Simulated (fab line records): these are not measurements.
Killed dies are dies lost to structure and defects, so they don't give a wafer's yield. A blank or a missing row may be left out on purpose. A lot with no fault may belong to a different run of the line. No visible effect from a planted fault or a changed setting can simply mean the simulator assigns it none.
fab line records || flow rit_cmos
record {"lots": 14, "wafers": 42, "last_day": 7}
route steps=202 shown SDANNEAL@156
lots with no fault: from the same line, run without faults
start_h: start of the lot's first displayed wafer, in hours after the record's first day || wait_h: hours from the lot's prior step to this one || " the same as in the row above || L1.1+2: a single row standing in for several wafers || - no value, or no start given || * or withheld: withheld || < > ~ a bound
route shown NAME@n: a module of which the file shows steps, and the number in the route of the first || usual: mean/standard deviation taken from wafers without a fault || same: alike in all rows || chamber/n: place in a boat || sites: readings site by site || _std_site: the standard deviation of these || _edge_site: the outer-site mean with the inner-site mean subtracted || radius_mm: for every site, how far away it sits from the centre of the wafer || mask NAME#n: copy n || behind: the most recent tool/chamber to have shaped the wafer || hold: why the lot was held/for how many hours/how that ended || device: which transistor (n, p or np) failed to switch || end of line: at the end of the route, the tests of the same wafers || where a step has no rows: the recipe by itself || killed: count of dies lost to structure and defects at first sort (not the wafer's yield) || map: the dies of a wafer, with x for killed, . for not killed, _ for no die there
set.NAME: the setting as run; set.NAME@STEP: as run at that earlier step || model.NAME: the simulator's own value behind a step, which no gauge read
one table for each step of the route and one row for each wafer, over a sample of lots
## steps
# step RIT_SDANNEAL_RTA_03
# recipe {"temp_c": 1050, "time_s": 5, "idle_temp_c": 600, "ramp_up_c_per_s": 342, "ramp_down_c_per_s": 171, "cool_to_c": 600, "ambient": "N2"}
# usual {"anneal_temp_c_max": "1053.9/1.3", "chamber_o2_ppm": "2.002/0.021", "wafer_temp_C_max": "1053.5/1.1"}
{"lot.wafer": "L631.2", "tool": "rtp_anneal-01", "chamber": 0, "start_h": 50.17, "wait_h": 0.0, "anneal_temp_c_max": 1054.9, "chamber_o2_ppm": 1.984, "wafer_temp_C_max": 1053.9}
{"lot.wafer": "L631.3", "tool": "rtp_anneal-01", "chamber": 0, "start_h": 50.17, "wait_h": 0.0, "anneal_temp_c_max": 1055.2, "chamber_o2_ppm": 1.968, "wafer_temp_C_max": 1051.2}
{"lot.wafer": "L631.5", "tool": "rtp_anneal-01", "chamber": 0, "start_h": 50.17, "wait_h": 0.0, "anneal_temp_c_max": 1054.0, "chamber_o2_ppm": 1.983, "wafer_temp_C_max": 1053.5}
{"lot.wafer": "L632.3", "tool": "rtp_anneal-02", "chamber": 0, "start_h": 54.98, "wait_h": 0.0, "anneal_temp_c_max": 1053.1, "chamber_o2_ppm": 2.021, "wafer_temp_C_max": 1053.8}
{"lot.wafer": "L632.5", "tool": "rtp_anneal-02", "chamber": 0, "start_h": 54.98, "wait_h": 0.0, "anneal_temp_c_max": 1053.4, "chamber_o2_ppm": 2.046, "wafer_temp_C_max": 1054.7}
{"lot.wafer": "L632.6", "tool": "rtp_anneal-02", "chamber": 0, "start_h": 54.98, "wait_h": 0.0, "anneal_temp_c_max": 1055.1, "chamber_o2_ppm": 2.027, "wafer_temp_C_max": 1054.1}
{"lot.wafer": "L633.2", "tool": "rtp_anneal-01", "chamber": 0, "start_h": 60.05, "wait_h": 0.0, "anneal_temp_c_max": 1055.3, "chamber_o2_ppm": 2.022, "wafer_temp_C_max": 1051.5}
{"lot.wafer": "L633.5", "tool": "rtp_anneal-01", "chamber": 0, "start_h": 60.05, "wait_h": 0.0, "anneal_temp_c_max": 1056.1, "chamber_o2_ppm": 2.021, "wafer_temp_C_max": 1053.2}
{"lot.wafer": "L633.6", "tool": "rtp_anneal-01", "chamber": 0, "start_h": 60.05, "wait_h": 0.0, "anneal_temp_c_max": 1055.4, "chamber_o2_ppm": 2.026, "wafer_temp_C_max": 1054.4}
{"lot.wafer": "L635.1", "tool": "rtp_anneal-01", "chamber": "-", "start_h": 69.38, "wait_h": 0.0, "anneal_temp_c_max": "-", "chamber_o2_ppm": "-", "wafer_temp_C_max": "-"}
{"lot.wafer": "L635.4", "tool": "rtp_anneal-01", "chamber": "-", "start_h": 69.38, "wait_h": 0.0, "anneal_temp_c_max": "-", "chamber_o2_ppm": "-", "wafer_temp_C_max": "-"}
{"lot.wafer": "L635.6", "tool": "rtp_anneal-01", "chamber": "-", "start_h": 69.38, "wait_h": 0.0, "anneal_temp_c_max": "-", "chamber_o2_ppm": "-", "wafer_temp_C_max": "-"}
{"lot.wafer": "L636.2", "tool": "rtp_anneal-02", "chamber": "-", "start_h": 74.71, "wait_h": 0.0, "anneal_temp_c_max": "-", "chamber_o2_ppm": "-", "wafer_temp_C_max": "-"}
{"lot.wafer": "L636.4", "tool": "rtp_anneal-02", "chamber": "-", "start_h": 74.71, "wait_h": 0.0, "anneal_temp_c_max": "-", "chamber_o2_ppm": "-", "wafer_temp_C_max": "-"}
{"lot.wafer": "L636.6", "tool": "rtp_anneal-02", "chamber": "-", "start_h": 74.71, "wait_h": 0.0, "anneal_temp_c_max": "-", "chamber_o2_ppm": "-", "wafer_temp_C_max": "-"}
{"lot.wafer": "L645.2", "tool": "rtp_anneal-02", "chamber": 0, "start_h": 119.93, "wait_h": 0.0, "anneal_temp_c_max": 1052.9, "chamber_o2_ppm": 2.017, "wafer_temp_C_max": 1054.5}
{"lot.wafer": "L645.3", "tool": "rtp_anneal-02", "chamber": 0, "start_h": 119.93, "wait_h": 0.0, "anneal_temp_c_max": 1053.0, "chamber_o2_ppm": 1.996, "wafer_temp_C_max": 1052.5}
{"lot.wafer": "L645.4", "tool": "rtp_anneal-02", "chamber": 0, "start_h": 119.93, "wait_h": 0.0, "anneal_temp_c_max": 1052.8, "chamber_o2_ppm": 2.035, "wafer_temp_C_max": 1054.0}
{"lot.wafer": "L646.1", "tool": "rtp_anneal-02", "chamber": 0, "start_h": 123.65, "wait_h": 0.0, "anneal_temp_c_max": 1052.7, "chamber_o2_ppm": 1.951, "wafer_temp_C_max": 1052.2}
{"lot.wafer": "L646.2", "tool": "rtp_anneal-02", "chamber": 0, "start_h": 123.65, "wait_h": 0.0, "anneal_temp_c_max": 1053.0, "chamber_o2_ppm": 1.949, "wafer_temp_C_max": 1053.4}
{"lot.wafer": "L646.3", "tool": "rtp_anneal-02", "chamber": 0, "start_h": 123.65, "wait_h": 0.0, "anneal_temp_c_max": 1054.4, "chamber_o2_ppm": 2.016, "wafer_temp_C_max": 1053.7}
{"lot.wafer": "L647.2", "tool": "rtp_anneal-01", "chamber": 0, "start_h": 128.97, "wait_h": 0.0, "anneal_temp_c_max": 1055.4, "chamber_o2_ppm": 2.019, "wafer_temp_C_max": 1052.3}
{"lot.wafer": "L647.3", "tool": "rtp_anneal-01", "chamber": 0, "start_h": 128.97, "wait_h": 0.0, "anneal_temp_c_max": 1053.6, "chamber_o2_ppm": 2.025, "wafer_temp_C_max": 1052.5}
{"lot.wafer": "L647.4", "tool": "rtp_anneal-01", "chamber": 0, "start_h": 128.97, "wait_h": 0.0, "anneal_temp_c_max": 1056.1, "chamber_o2_ppm": 2.020, "wafer_temp_C_max": 1054.8}
{"lot.wafer": "L649.3", "tool": "rtp_anneal-01", "chamber": 0, "start_h": 140.92, "wait_h": 0.0, "anneal_temp_c_max": 1055.4, "chamber_o2_ppm": 1.974, "wafer_temp_C_max": 1053.8}
{"lot.wafer": "L649.4", "tool": "rtp_anneal-01", "chamber": 0, "start_h": 140.92, "wait_h": 0.0, "anneal_temp_c_max": 1055.6, "chamber_o2_ppm": 2.001, "wafer_temp_C_max": 1055.3}
{"lot.wafer": "L649.5", "tool": "rtp_anneal-01", "chamber": 0, "start_h": 140.92, "wait_h": 0.0, "anneal_temp_c_max": 1055.2, "chamber_o2_ppm": 2.021, "wafer_temp_C_max": 1052.4}
{"lot.wafer": "L650.3", "tool": "rtp_anneal-02", "chamber": 0, "start_h": 143.94, "wait_h": 0.0, "anneal_temp_c_max": 1051.9, "chamber_o2_ppm": 2.005, "wafer_temp_C_max": 1052.9}
{"lot.wafer": "L650.5", "tool": "rtp_anneal-02", "chamber": 0, "start_h": 143.94, "wait_h": 0.0, "anneal_temp_c_max": 1051.9, "chamber_o2_ppm": 1.987, "wafer_temp_C_max": 1055.3}
{"lot.wafer": "L650.6", "tool": "rtp_anneal-02", "chamber": 0, "start_h": 143.94, "wait_h": 0.0, "anneal_temp_c_max": 1052.2, "chamber_o2_ppm": 1.987, "wafer_temp_C_max": 1054.5}
{"lot.wafer": "L651.2", "tool": "rtp_anneal-01", "chamber": 0, "start_h": 149.80, "wait_h": 0.0, "anneal_temp_c_max": 1053.9, "chamber_o2_ppm": 1.980, "wafer_temp_C_max": 1053.4}
{"lot.wafer": "L651.3", "tool": "rtp_anneal-01", "chamber": 0, "start_h": 149.80, "wait_h": 0.0, "anneal_temp_c_max": 1054.8, "chamber_o2_ppm": 1.960, "wafer_temp_C_max": 1052.2}
{"lot.wafer": "L651.6", "tool": "rtp_anneal-01", "chamber": 0, "start_h": 149.80, "wait_h": 0.0, "anneal_temp_c_max": 1054.9, "chamber_o2_ppm": 1.985, "wafer_temp_C_max": 1054.8}
{"lot.wafer": "L652.1", "tool": "rtp_anneal-02", "chamber": 0, "start_h": 153.80, "wait_h": 0.0, "anneal_temp_c_max": 1052.5, "chamber_o2_ppm": 1.996, "wafer_temp_C_max": 1053.3}
{"lot.wafer": "L652.3", "tool": "rtp_anneal-02", "chamber": 0, "start_h": 153.80, "wait_h": 0.0, "anneal_temp_c_max": 1052.1, "chamber_o2_ppm": 2.022, "wafer_temp_C_max": 1054.8}
{"lot.wafer": "L652.6", "tool": "rtp_anneal-02", "chamber": 0, "start_h": 153.80, "wait_h": 0.0, "anneal_temp_c_max": 1052.6, "chamber_o2_ppm": 1.973, "wafer_temp_C_max": 1054.0}
{"lot.wafer": "L653.1", "tool": "rtp_anneal-01", "chamber": 0, "start_h": 159.81, "wait_h": 0.0, "anneal_temp_c_max": 1055.2, "chamber_o2_ppm": 1.990, "wafer_temp_C_max": 1052.9}
{"lot.wafer": "L653.2", "tool": "rtp_anneal-01", "chamber": 0, "start_h": 159.81, "wait_h": 0.0, "anneal_temp_c_max": 1053.8, "chamber_o2_ppm": 1.976, "wafer_temp_C_max": 1052.4}
{"lot.wafer": "L653.4", "tool": "rtp_anneal-01", "chamber": 0, "start_h": 159.81, "wait_h": 0.0, "anneal_temp_c_max": 1055.2, "chamber_o2_ppm": 1.976, "wafer_temp_C_max": 1052.9}
{"lot.wafer": "L654.1", "tool": "rtp_anneal-02", "chamber": 0, "start_h": 166.09, "wait_h": 0.0, "anneal_temp_c_max": 1053.0, "chamber_o2_ppm": 2.012, "wafer_temp_C_max": 1054.7}
{"lot.wafer": "L654.2", "tool": "rtp_anneal-02", "chamber": 0, "start_h": 166.09, "wait_h": 0.0, "anneal_temp_c_max": 1052.3, "chamber_o2_ppm": 1.982, "wafer_temp_C_max": 1053.1}
{"lot.wafer": "L654.4", "tool": "rtp_anneal-02", "chamber": 0, "start_h": 166.09, "wait_h": 0.0, "anneal_temp_c_max": 1052.6, "chamber_o2_ppm": 2.008, "wafer_temp_C_max": 1053.7}
## key
first_sign {"step": "RIT_SDANNEAL_RTA_03", "reading": "tool_record", "direction": "missing"}
effect none on later readings
met_at RIT_SDANNEAL_RTA_03
struck_lots L635,L636
later_rows_left_out L635.1,L635.4,L635.6,L636.2,L636.4,L636.6
sort_left_out L635.1,L635.4,L635.6,L636.2,L636.4,L636.6
tester_left_out L635,L636
onset_between 60.05 69.38
fault {"kind": "skipped_step_whole", "tool": "rtp_anneal-01,rtp_anneal-02", "chamber": "-", "onset_h": 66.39, "steps": "RIT_SDANNEAL_RTA_03", "scope": "struck_lots_only"}
# tester_left_out: of these lots the tester's yield and bins aren't shown, on N5 and GAA mostly nor the transistor test; their killed dies are dies lost to structure and defects alone, not to doping, threshold or leakage, so they don't give the yield
# sort_left_out: the simulated sort isn't trusted on such a fault, so these wafers' sort isn't shown, and their yield isn't known
# later_rows_left_out: the simulator's readings of these wafers behind a module that went badly wrong aren't trusted and aren't shown, but for the sort
